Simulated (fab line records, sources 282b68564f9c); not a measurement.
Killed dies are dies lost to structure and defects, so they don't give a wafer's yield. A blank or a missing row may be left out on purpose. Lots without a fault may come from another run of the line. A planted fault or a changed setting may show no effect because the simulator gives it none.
Which tool did it? | flow rit_cmos | 14 lots, 42 wafers sampled, at 2 steps of a route of 202

WHAT THE GAUGES READ, wafer by wafer
RIT_ACTIVE_THK_MEAS_02.
lot  | measured    | on            | ACTIVE_OXIDE_THK (nm)
L633 | day 1 23:23 | film_metro-03 | 46.8 46.0 46.3
L634 | day 2 03:04 | film_metro-04 | 48.6 46.9 47.0
L635 | day 2 08:03 | film_metro-03 | 46.5 46.7 46.7
L636 | day 2 13:04 | film_metro-03 | 46.5 46.2 46.6
L637 | day 2 18:46 | film_metro-04 | 47.4 47.1 47.8
L638 | day 2 23:03 | film_metro-04 | 45.8 46.0 46.6
L639 | day 3 06:22 | film_metro-04 | 45.5 46.0 45.5
L640 | day 3 09:03 | film_metro-01 | 46.3 46.9 46.9
L642 | day 3 19:03 | film_metro-01 | 45.1 45.9 45.4
L643 | day 4 02:05 | film_metro-01 | 47.1 47.1 47.2
L644 | day 4 05:04 | film_metro-04 | 46.0 46.9 46.7
L651 | day 5 16:18 | film_metro-03 | 51.4 51.5 51.1
L652 | day 5 21:03 | film_metro-01 | 51.7 51.8 51.8
L654 | day 6 07:03 | film_metro-01 | 47.5 48.0 47.9

WHICH TOOL RAN EACH LOT (tool, then ch and the chambers of the sampled wafers, then the start)
lot  | RIT_ACTIVE_OXIDATION_01
L633 | furnace-01 ch 0, day 1 21:26
L634 | furnace-01 ch 0, day 2 01:07
L635 | furnace-02 ch 0, day 2 06:07
L636 | furnace-03 ch 0, day 2 11:07
L637 | furnace-01 ch 0, day 2 16:49
L638 | furnace-03 ch 0, day 2 21:07
L639 | furnace-03 ch 0, day 3 04:26
L640 | furnace-02 ch 0, day 3 07:07
L642 | furnace-03 ch 0, day 3 17:07
L643 | furnace-01 ch 0, day 4 00:08
L644 | furnace-02 ch 0, day 4 03:07
L651 | furnace-03 ch 0, day 5 14:22
L652 | furnace-03 ch 0, day 5 19:07
L654 | furnace-02 ch 0, day 6 05:07
- RIT_ACTIVE_OXIDATION_01: target thk 46.8 nm, ox time 3360 s.

WHAT THE TOOLS THEMSELVES READ (means of the sampled wafers that have a number; where no wafer has one, the mark that the record gives instead)
RIT_ACTIVE_OXIDATION_01.
lot  | tool       | spike_tc_load_C (C) | spike_tc_source_C (C) | zone_power_source_pct (%)
L633 | furnace-01 | 1025.5              | 1025                  | 32
L634 | furnace-01 | 1025.4              | 1024                  | 32
L635 | furnace-02 | 1023.7              | 1029                  | 32
L636 | furnace-03 | 1020.8              | 1021                  | 38
L637 | furnace-01 | 1026.3              | 1024                  | 32
L638 | furnace-03 | 1020.1              | 1021                  | 39
L639 | furnace-03 | 1020.6              | 1021                  | 39
L640 | furnace-02 | 1023.5              | 1029                  | 31
L642 | furnace-03 | 1020.5              | 1020                  | 38
L643 | furnace-01 | 1024.8              | 1025                  | 32
L644 | furnace-02 | 1023.5              | 1029                  | 31
L651 | furnace-03 | 1020.0              | 1022                  | 39
L652 | furnace-03 | 1020.6              | 1022                  | 39
L654 | furnace-02 | 1022.9              | 1029                  | 31

THE ANSWER, worked out from the rows above alone
Rule: what is usual is taken from the lots themselves. Put in order of their means at a reading, lots are off if they are a third of the lots or fewer, leave a main group of 4 or more, and stand apart from it by a gap of 3 or more times the standard deviation of the main group's means; of several such gaps the widest counts. A main group whose means are all the same, to the digits that the tables above print for the reading, isn't used. A lot without any number at a reading at which 4 lots or more have one is off too. The other lots that the step has rows for count as sound. The gauges are gone through in route order, then the tools' own readings, and for those a lot's mean is taken as printed above. The first step at which some lot is off is used, and at that step the reading that is off furthest; a lot without a number counts as furthest.
Off: L651, L652, at RIT_ACTIVE_THK_MEAS_02 (ACTIVE_OXIDE_THK). The main group: mean 46.6 nm, standard deviation 0.69.
A tool fits if, at a process step before that reading, it ran every lot that is off, and no sound lot after the first of them. The gauges at RIT_ACTIVE_THK_MEAS_02 are tried like those tools. One fits: furnace-03 at RIT_ACTIVE_OXIDATION_01. Its last sound lot is L642 (day 3 17:07), its first lot that is off L651 (day 5 14:22): a fault that began between those two fits.

WHAT THE SIMULATOR HAD PUT IN
Process parameter drift: furnace-03, from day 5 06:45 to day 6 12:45, at RIT_ACTIVE_OXIDATION_01. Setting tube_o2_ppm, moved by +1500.
Lots struck among those shown: L651, L652. The rule above found the same.
